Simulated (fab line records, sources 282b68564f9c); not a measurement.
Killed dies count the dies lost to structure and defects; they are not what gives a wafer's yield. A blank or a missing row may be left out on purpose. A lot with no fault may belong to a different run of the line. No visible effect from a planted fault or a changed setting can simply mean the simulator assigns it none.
A lot that was struck, set against a sound lot | flow rit cmos | 18 out of 202 route steps
Sound: these wafers, L670.1, L670.3, L670.4. The struck wafers were L671.2, L671.3, L671.6. At the end, the cause is stated.
At each step with rows: each side's tool, then ch and its chambers, then its first start. Under that, the readings that differ: sound wafers | struck wafers | difference of the means | sigmas: that difference in standard deviations of wafers without a fault.
alike: same words and numbers on both sides, and readings whose means sit less than 2 such deviations apart. not compared: any withheld reading, any reading some wafer has no value for, any bound like >300 that may hide the same value, and any number with overlapping values for which the record gives no deviation.
The two part at a step that has a row with sigmas, a row that says differs or no value, or rows on one side only. Numbers that don't overlap but have no deviation are shown without sigmas and don't part them. A reading missing from all wafers of one side parts the sides only when that side holds two or more wafers.

first, 1 step without rows for these wafers: RIT_PWELL_DEVELOP_05 (develop time 71.04 s).
RIT_PWELL_OVL_MEAS_06:
  sound on overlay-01 at day 4 17:06; struck on overlay-01 at day 4 18:04
  alike: PWELL_OVL
then, 2 steps without rows for these wafers: RIT_PWELL_HARDBAKE_07 (time 120 s); RIT_PWELL_IMPLANT_08.
RIT_PWELL_STRIP_09: strips in O2, time 180 s.
  sound on plasma asher-02 ch 0,1, day 4 17:32; struck on plasma asher-02 ch 0,1, day 4 18:29
  alike: drypump motor current A, rf refl power W
  not compared: rf hours counter h
RIT_PWELL_TW_MEAS_10:
  sound on film metro-04 at day 4 17:43; struck on film metro-03 at day 4 18:40
  reading  | sound       | struck      | difference | sigmas
  PWELL_TW | 970 966 970 | 945 941 946 | -25        | -3
then, 1 step without rows for these wafers: RIT_WELLDRIVE_ANNEAL_00 (time 14700 s).
RIT_WELLDRIVE_RS_MEAS_01: measurement is done with a four-point probe.
  sound on film metro-04 at day 4 22:51; struck on film metro-04 at day 4 23:49
  alike: NWELL_RS
RIT_WELLDRIVE_RS_MEAS_02: measurement is done with a four-point probe.
  sound on film metro-04 at day 4 22:58; struck on film metro-04 at day 4 23:56
  alike: PWELL_RS
then, 3 steps without rows for these wafers: RIT_NRETRO_HMDS_00 (prime time 60 s); RIT_NRETRO_COAT_01 (resist thk 1300 nm); RIT_NRETRO_SOFTBAKE_02 (time 60 s).
RIT_NRETRO_EXPOSE_03: exposes mask M4, target cd 43900 nm.
  sound on iline stepper-01 ch 0, day 4 23:40; struck on iline stepper-02 ch 0, day 5 00:38
  reading                        | sound             | struck               | difference | sigmas
  model.NRETRO.overlay x nm (nm) | 1.007 1.007 1.007 | -179.1 -179.1 -179.1 | -180.1     |
  alike: mask
then, 2 steps without rows for these wafers: RIT_NRETRO_PEB_04; RIT_NRETRO_DEVELOP_05 (develop time 68 s).
RIT_NRETRO_OVL_MEAS_06:
  sound on overlay-01 at day 5 00:06; struck on overlay-02 at day 5 01:04
  reading         | sound       | struck               | difference | sigmas
  NRETRO_OVL (nm) | 1.3 1.2 1.6 | -179.3 -179.8 -179.7 | -181.0     | -99 or more
then, 1 step without rows for these wafers: RIT_NRETRO_HARDBAKE_07 (time 120 s).
RIT_M1_PROBE_99:
  sound on prober-01 at day 6 07:05; struck on prober-02 at day 6 08:38
  reading                                    | sound                | struck               | difference | sigmas
  model.etest.retro edge pmos.off log10 a um | -10.25 -10.46 -10.03 | -9.494 -9.754 -9.617 | +0.625     |
  model.etest.retro edge nmos.off log10 a um | -9.546 -10.02 -9.624 | -8.884 -9.019 -8.613 | +0.891     |
  alike: killed at contacts, killed at front end, killed dies, killed open, killed short

== WHERE THEY PART ==
Earliest at RIT_PWELL_TW_MEAS_10; latest, in this record, at RIT_NRETRO_OVL_MEAS_06. Later steps at which nothing parts them and some readings are alike: RIT_M1_PROBE_99.

WHY: what the simulator had put in
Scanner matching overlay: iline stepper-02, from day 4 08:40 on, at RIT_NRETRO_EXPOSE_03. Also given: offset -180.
